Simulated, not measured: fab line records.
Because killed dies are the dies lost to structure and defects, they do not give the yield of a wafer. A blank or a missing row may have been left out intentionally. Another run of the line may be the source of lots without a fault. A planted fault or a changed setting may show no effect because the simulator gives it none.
Which tool is to blame? | flow berkeley-cmos170 | 13 lots, 39 wafers sampled, at 5 steps of a route of 331

WHAT EACH GAUGE READ, for each wafer
UCB170_SILICIDE_RS_MEAS_02: measurement is done with a four-point probe.
lot  | measured     | on            | SILICIDE_TI_RS (ohm/sq)
L943 | day 8 01:35  | film-metro-03 | 25.0 24.8 25.1
L944 | day 8 14:29  | film-metro-03 | 25.5 25.4 25.4
L945 | day 8 15:00  | film-metro-04 | 24.8 24.8 25.1
L948 | day 9 05:55  | film-metro-04 | 25.1 25.0 24.9
L947 | day 9 05:14  | film-metro-01 | 25.7 25.7 25.9
L949 | day 9 14:17  | film-metro-03 | 25.8 25.9 26.0
L950 | day 9 14:31  | film-metro-01 | 25.9 25.5 25.4
L953 | day 10 11:47 | film-metro-04 | 25.4 25.2 46.8
L962 | day 11 23:08 | film-metro-03 | 25.6 25.6 25.7
L960 | day 11 22:44 | film-metro-01 | 25.4 25.1 25.3
L965 | day 12 06:52 | film-metro-01 | 25.1 25.3 25.0
L964 | day 12 07:02 | film-metro-01 | 25.1 25.5 25.3
L966 | day 13 02:48 | film-metro-04 | 24.8 25.1 25.0

UCB170_SILICIDE_THK_MEAS_03: measures by xrf.
lot  | measured     | on            | SILICIDE_TI_THK (nm)
L943 | day 8 01:43  | film-metro-03 | 31.7 31.9 31.7
L944 | day 8 14:37  | film-metro-03 | 31.1 31.2 31.4
L945 | day 8 15:07  | film-metro-04 | 32.1 32.0 31.7
L948 | day 9 06:02  | film-metro-04 | 31.6 31.6 31.8
L947 | day 9 05:20  | film-metro-01 | 30.7 30.8 30.6
L949 | day 9 14:25  | film-metro-03 | 30.8 30.6 30.4
L950 | day 9 14:38  | film-metro-01 | 30.6 30.9 31.1
L953 | day 10 11:54 | film-metro-04 | 31.2 31.5 18.6
L962 | day 11 23:16 | film-metro-03 | 30.9 30.9 30.8
L960 | day 11 22:52 | film-metro-01 | 31.2 31.3 30.9
L965 | day 12 06:58 | film-metro-01 | 31.4 31.3 31.6
L964 | day 12 07:09 | film-metro-01 | 31.4 31.1 31.2
L966 | day 13 02:55 | film-metro-04 | 31.7 31.4 31.6

WHAT TOOL EACH LOT RAN ON (gives the tool, then ch and the chambers of the sampled wafers, and finally the start)
lot  | UCB170_NLDD_STRIP_10                 | UCB170_SPACER_ETCHBACK_03          | UCB170_SILICIDE_SPUTTER_01
L943 | plasma-asher-01 ch 0,1, day 7 12:36  | rie-diel-02 ch 0,1, day 7 18:25    | pvd-sputter-03, day 8 01:34
L944 | plasma-asher-01 ch 1, day 7 23:29    | rie-diel-03 ch 0,1,3, day 8 08:46  | pvd-sputter-02, day 8 14:28
L945 | plasma-asher-02 ch 0, day 7 23:40    | rie-diel-02 ch 2,3, day 8 08:46    | pvd-sputter-02, day 8 14:58
L948 | plasma-asher-01 ch 0, day 8 17:32    | rie-diel-03 ch 0,1,3, day 8 23:01  | pvd-sputter-03, day 9 05:53
L947 | plasma-asher-02 ch 0,1, day 8 17:49  | rie-diel-02 ch 0,2,3, day 8 23:01  | pvd-sputter-04, day 9 05:10
L949 | plasma-asher-01 ch 0,1, day 9 02:29  | rie-diel-01 ch 0,2, day 9 06:49    | pvd-sputter-04, day 9 14:16
L950 | plasma-asher-04 ch 0,1, day 9 02:46  | rie-diel-02 ch 1,2,3, day 9 06:49  | pvd-sputter-03, day 9 14:28
L953 | plasma-asher-04 ch 0,1, day 9 19:07  | rie-diel-02 ch 0,1,3, day 10 01:55 | pvd-sputter-03, day 10 11:45
L962 | plasma-asher-02 ch 0,1, day 11 07:29 | rie-diel-03 ch 0,1,3, day 11 11:41 | pvd-sputter-04, day 11 23:06
L960 | plasma-asher-02 ch 1, day 11 07:54   | rie-diel-01 ch 0,2, day 11 11:41   | pvd-sputter-02, day 11 22:43
L965 | plasma-asher-04 ch 0,1, day 11 19:23 | rie-diel-01 ch 0,1,2, day 11 23:16 | pvd-sputter-02, day 12 06:48
L964 | plasma-asher-02 ch 0,1, day 11 20:05 | rie-diel-02 ch 0,1,3, day 11 23:16 | pvd-sputter-04, day 12 07:00
L966 | plasma-asher-02 ch 0,1, day 12 13:37 | rie-diel-03 ch 1,3, day 12 20:39   | pvd-sputter-02, day 13 02:46
- UCB170_NLDD_STRIP_10: strips in O2.
- UCB170_SPACER_ETCHBACK_03: etches SiO2 in CHF3/CF4/Ar, stops on Si, target depth 376 nm, time 100 s.
- UCB170_SILICIDE_SPUTTER_01: material Ti, target thk 30 nm, time 25 s.

AS READ BY THE TOOLS THEMSELVES (means over the sampled wafers that have a number; for cases with no such wafer, the mark the record gives instead)
UCB170_NLDD_STRIP_10.
lot  | tool            | drypump-motor-current-A (A) | o2-flow-sccm (sccm) | oes-product-au (a.u.) | strip-time-to-endpoint-s (s)
L943 | plasma-asher-01 | 6.2                         | 399.6               | 0.731                 | 21.63
L944 | plasma-asher-01 | 6.1                         | 400.3               | 0.738                 | 21.69
L945 | plasma-asher-02 | 6.2                         | 398.1               | 0.736                 | 21.58
L948 | plasma-asher-01 | 6.5                         | 399.9               | 0.734                 | 21.55
L947 | plasma-asher-02 | 5.5                         | 400.4               | 0.731                 | 21.62
L949 | plasma-asher-01 | 6.2                         | 399.0               | 0.737                 | 21.62
L950 | plasma-asher-04 | 5.8                         | 399.7               | 0.735                 | 21.60
L953 | plasma-asher-04 | 5.8                         | 399.7               | 0.731                 | 21.64
L962 | plasma-asher-02 | 5.5                         | 400.8               | 0.732                 | 21.66
L960 | plasma-asher-02 | 5.1                         | 399.1               | 0.737                 | 21.61
L965 | plasma-asher-04 | 5.6                         | 400.9               | 0.740                 | 21.65
L964 | plasma-asher-02 | 5.5                         | 400.8               | 0.735                 | 21.66
L966 | plasma-asher-02 | 5.9                         | 401.5               | 0.734                 | 21.62

UCB170_SPACER_ETCHBACK_03.
lot  | tool        | CHF3_flow_sccm (sccm) | drypump-motor-current-A (A) | oes-product-au (a.u.) | throttle-valve-pct (%)
L943 | rie-diel-02 | 49.93                 | 6.1                         | 0.883                 | 6.44
L944 | rie-diel-03 | 50.02                 | 5.6                         | 0.917                 | 6.46
L945 | rie-diel-02 | 50.00                 | 5.5                         | 0.903                 | 6.32
L948 | rie-diel-03 | 50.00                 | 5.6                         | 0.898                 | 6.47
L947 | rie-diel-02 | 49.87                 | 5.9                         | 0.912                 | 6.37
L949 | rie-diel-01 | 50.02                 | 5.6                         | 0.925                 | 6.41
L950 | rie-diel-02 | 49.97                 | 5.7                         | 0.892                 | 6.36
L953 | rie-diel-02 | 49.93                 | 6.1                         | 0.900                 | 6.39
L962 | rie-diel-03 | 50.06                 | 5.6                         | 0.891                 | 6.46
L960 | rie-diel-01 | 50.12                 | 5.8                         | 0.921                 | 6.39
L965 | rie-diel-01 | 49.96                 | 5.6                         | 0.923                 | 6.43
L964 | rie-diel-02 | 50.01                 | 6.1                         | 0.907                 | 6.39
L966 | rie-diel-03 | 49.90                 | 5.6                         | 0.881                 | 6.54

UCB170_SILICIDE_SPUTTER_01.
lot  | tool           | chamber-pressure-pa (Pa) | throttle-valve-pct (%)
L943 | pvd-sputter-03 | 0.5002                   | 30.2
L944 | pvd-sputter-02 | 0.5011                   | 28.8
L945 | pvd-sputter-02 | 0.4999                   | 30.7
L948 | pvd-sputter-03 | 0.4995                   | 29.8
L947 | pvd-sputter-04 | 0.4999                   | 31.2
L949 | pvd-sputter-04 | 0.5005                   | 31.0
L950 | pvd-sputter-03 | 0.4998                   | 28.7
L953 | pvd-sputter-03 | 0.5002                   | 29.1
L962 | pvd-sputter-04 | 0.4993                   | 31.0
L960 | pvd-sputter-02 | 0.5005                   | 29.9
L965 | pvd-sputter-02 | 0.4995                   | 29.9
L964 | pvd-sputter-04 | 0.5003                   | 30.9
L966 | pvd-sputter-02 | 0.5002                   | 29.8

THE ANSWER, worked out from the rows above alone
Rule: the usual values come from the lots themselves. Put in order of their means at a reading, lots are off if they are a third of the lots or fewer, leave a main group of 4 or more, and stand apart from it by a gap of 3 or more times the standard deviation of the main group's means; of several such gaps the widest counts. Not used: any main group whose means are identical at the precision the tables above print for the reading. A lot without any number at a reading at which 4 lots or more have one is off too. Any other lot the step has rows for is counted as sound. Order of review: gauges by route order, followed by the tools' own readings, for which a lot's mean as printed above is used. At the first step where some lot is off, the reading lying furthest off is the one used; lots without a number count as furthest.
Off: at UCB170_SILICIDE_RS_MEAS_02 (SILICIDE_TI_RS), L953. Mean 25.3 ohm/sq and standard deviation 0.33 in the main group.
If a tool, at a process step before that reading, ran all the lots that are off and no sound lot after the first of them, it fits. The gauges at UCB170_SILICIDE_RS_MEAS_02 are tried like those tools. One candidate fits, namely pvd-sputter-03 at UCB170_SILICIDE_SPUTTER_01. Its last sound lot is L950 (day 9 14:28), its first lot that is off L953 (day 10 11:45): a fault that began between those two fits.

WHAT HAD BEEN PUT IN BY THE SIMULATOR
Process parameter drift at UCB170_SILICIDE_SPUTTER_01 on pvd-sputter-03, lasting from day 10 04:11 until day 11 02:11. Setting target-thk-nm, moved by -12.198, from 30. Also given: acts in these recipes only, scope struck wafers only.
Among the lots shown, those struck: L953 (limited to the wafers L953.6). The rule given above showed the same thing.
